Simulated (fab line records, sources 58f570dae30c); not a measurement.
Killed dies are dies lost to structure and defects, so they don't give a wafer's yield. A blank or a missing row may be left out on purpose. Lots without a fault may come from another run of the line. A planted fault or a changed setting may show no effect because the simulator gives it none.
Which tool did it? | flow berkeley_cmos170 | 15 lots, 45 wafers sampled, at 3 steps of a route of 331

WHAT THE GAUGES READ, wafer by wafer
UCB170_NWELL_THK_MEAS_05.
lot  | measured    | on            | NWELL_NITRIDE_THK (nm)
L955 | day 2 16:24 | film_metro-03 | 221.3 220.7 223.4
L956 | day 3 00:59 | film_metro-03 | 224.9 223.5 222.2
L958 | day 3 08:35 | film_metro-02 | 222.1 220.3 220.6
L959 | day 3 14:40 | film_metro-01 | 222.4 223.4 223.1
L961 | day 4 01:04 | film_metro-02 | 225.1 223.7 225.2
L963 | day 4 05:13 | film_metro-01 | 221.4 223.6 222.1
L965 | day 4 13:11 | film_metro-01 | 221.9 218.5 221.3
L967 | day 4 19:14 | film_metro-01 | 217.2 217.6 219.4
L969 | day 5 05:16 | film_metro-01 | 223.2 223.9 223.8
L968 | day 5 05:16 | film_metro-02 | 224.0 225.6 224.7
L972 | day 6 01:01 | film_metro-03 | 220.9 222.9 220.2
L973 | day 6 07:47 | film_metro-02 | 224.4 224.0 223.2
L975 | day 6 21:58 | film_metro-01 | 222.1 222.1 221.1
L977 | day 7 08:19 | film_metro-02 | 224.9 224.6 225.1
L978 | day 7 08:19 | film_metro-01 | 226.9 225.0 224.1

UCB170_PVT_OVL_MEAS_06.
lot  | measured     | on         | PVT_OVL (nm)
L955 | day 7 04:49  | overlay-02 | -2 -9 -6
L956 | day 7 04:29  | overlay-01 | 0 3 -4
L958 | day 7 14:48  | overlay-01 | -2 4 6
L959 | day 8 15:04  | overlay-01 | -4 -4 -7
L961 | day 8 15:59  | overlay-01 | -13 -7 -7
L963 | day 8 15:28  | overlay-01 | -4 -5 -6
L965 | day 9 09:29  | overlay-01 | 5 0 3
L967 | day 10 00:23 | overlay-02 | 2 -4 -1
L969 | day 10 01:13 | overlay-01 | 6 -4 6
L968 | day 10 00:56 | overlay-02 | -7 -10 -2
L972 | day 10 19:40 | overlay-01 | -3 0 -2
L973 | day 11 03:55 | overlay-02 | -1 -4 3
L975 | day 11 04:11 | overlay-02 | -2 6 -8
L977 | day 12 00:46 | overlay-01 | 5 5 0
L978 | day 12 00:29 | overlay-02 | -3 9 2

UCB170_FIELD_THK_MEAS_91.
lot  | measured     | on            | FIELD_OXIDE_LEFT_2_THK (nm)
L955 | day 7 05:14  | film_metro-04 | 381 372 380
L956 | day 7 04:53  | film_metro-03 | 363 364 363
L958 | day 7 15:13  | film_metro-04 | 362 360 364
L959 | day 8 15:28  | film_metro-04 | 339 333 340
L961 | day 8 16:24  | film_metro-02 | 338 345 329
L963 | day 8 15:52  | film_metro-03 | 341 350 345
L965 | day 9 09:59  | film_metro-02 | 356 352 355
L967 | day 10 00:47 | film_metro-02 | 341 339 336
L969 | day 10 01:38 | film_metro-02 | 339 337 337
L968 | day 10 01:29 | film_metro-04 | 335 345 337
L972 | day 10 20:13 | film_metro-04 | 355 357 356
L973 | day 11 04:23 | film_metro-03 | 333 341 338
L975 | day 11 04:36 | film_metro-03 | 337 347 347
L977 | day 12 01:10 | film_metro-04 | 357 363 364
L978 | day 12 00:53 | film_metro-04 | 346 340 341

WHICH TOOL RAN EACH LOT (tool, then ch and the chambers of the sampled wafers, then the start)
The record holds no process step before these readings.

WHAT THE TOOLS THEMSELVES READ (means of the sampled wafers that have a number; where no wafer has one, the mark that the record gives instead)
The record holds no such reading with a usual standard deviation.

THE ANSWER, worked out from the rows above alone
Rule: what is usual is taken from the lots themselves. Put in order of their means at a reading, lots are off if they are a third of the lots or fewer, leave a main group of 4 or more, and stand apart from it by a gap of 3 or more times the standard deviation of the main group's means; of several such gaps the widest counts. A main group whose means are all the same, to the digits that the tables above print for the reading, isn't used. A lot without any number at a reading at which 4 lots or more have one is off too. The other lots that the step has rows for count as sound. The gauges are gone through in route order, then the tools' own readings, and for those a lot's mean is taken as printed above. The first step at which some lot is off is used, and at that step the reading that is off furthest; a lot without a number counts as furthest.
No lot is off at any reading shown: from this, nothing can be told.

WHAT THE SIMULATOR HAD PUT IN
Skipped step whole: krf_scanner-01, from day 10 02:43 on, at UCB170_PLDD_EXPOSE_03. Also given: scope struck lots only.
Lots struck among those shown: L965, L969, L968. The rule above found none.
